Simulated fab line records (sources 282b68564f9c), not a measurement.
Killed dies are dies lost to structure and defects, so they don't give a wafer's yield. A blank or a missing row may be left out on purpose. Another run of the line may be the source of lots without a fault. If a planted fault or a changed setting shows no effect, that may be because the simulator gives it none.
Problem report, 8D (eight disciplines) form, completed by code	flow rit_cmos	the parts of the form that need people (team, actions taken, sign-off) are left out

1. WHAT IS WRONG
At RIT_PSD_IMPLANT_08, dose_ions_cm2 averages 5.433e+15 over 6 wafers from 2 lots, while fault-free wafers read 5.001e+15, standard deviation 5.8e+12. That puts it +74 standard deviations away from the usual mean.
First seen on wafer L541.1, day 6 10:25, on implanter-02. Wafers with a number at this step in the record: 42, from 14 lots. Rule for "out" (also "out of limits"): further than 4 standard deviations from the usual mean. The other wafers with a number count as sound.

2. WHAT THIS IS AND IS NOT
question	is	is not
which readings at this step	dose_ions_cm2	-
which lots	L541, L546	L525, L526, L527, L528, L530, L531, L533, L534, L535, L536, L537, L538
which wafers of those lots	all that have a number	-
read on which tools	implanter-02	implanter-03, implanter-04
when	from day 6 10:25	up to then (36 sound wafers)

3. THE SUSPECTS, EACH WITH WHAT RULES IT OUT
Counting: any tool at a process step up to the reading is kept as a suspect provided that every lot that is out went through it and no sound lot did after the first of them.
- implanter-02 at RIT_PSD_IMPLANT_08: kept. It ran every lot that is out, first L541 (day 6 10:25), and no sound lot after that; its last sound lot up to then is L537 (day 5 15:25). Its own readings are out on those wafers: dose_ions_cm2.
Left after counting: implanter-02 at RIT_PSD_IMPLANT_08.

4. THE CAUSE (what the simulator had put in)
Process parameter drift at RIT_PSD_IMPLANT_08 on implanter-02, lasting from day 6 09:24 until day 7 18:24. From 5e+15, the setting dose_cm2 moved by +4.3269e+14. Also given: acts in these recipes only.
Only this tool survived the counting.

5. THE EFFECT CHAIN, in route order
One row per reading whose mean, taken over the struck wafers that have a number, lies over 3 standard deviations from the usual. Only readings for which the record gives a usual standard deviation are gone through. hours: the time from each lot's start at the first step in this table that gives one to its start at this step, as a median over the lots. sigmas: the change in usual standard deviations.
hours	step	reading	usual	on struck wafers	change	sigmas
0	RIT_PSD_IMPLANT_08	dose_ions_cm2	5.001e+15	5.433e+15	+4.320e+14	+74
The process steps in it:
- RIT_PSD_IMPLANT_08

6. WHAT WOULD HAVE CAUGHT IT SOONER
In this record the first reading out of limits was taken at day 6 10:25, 1 hour after the fault began at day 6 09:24.
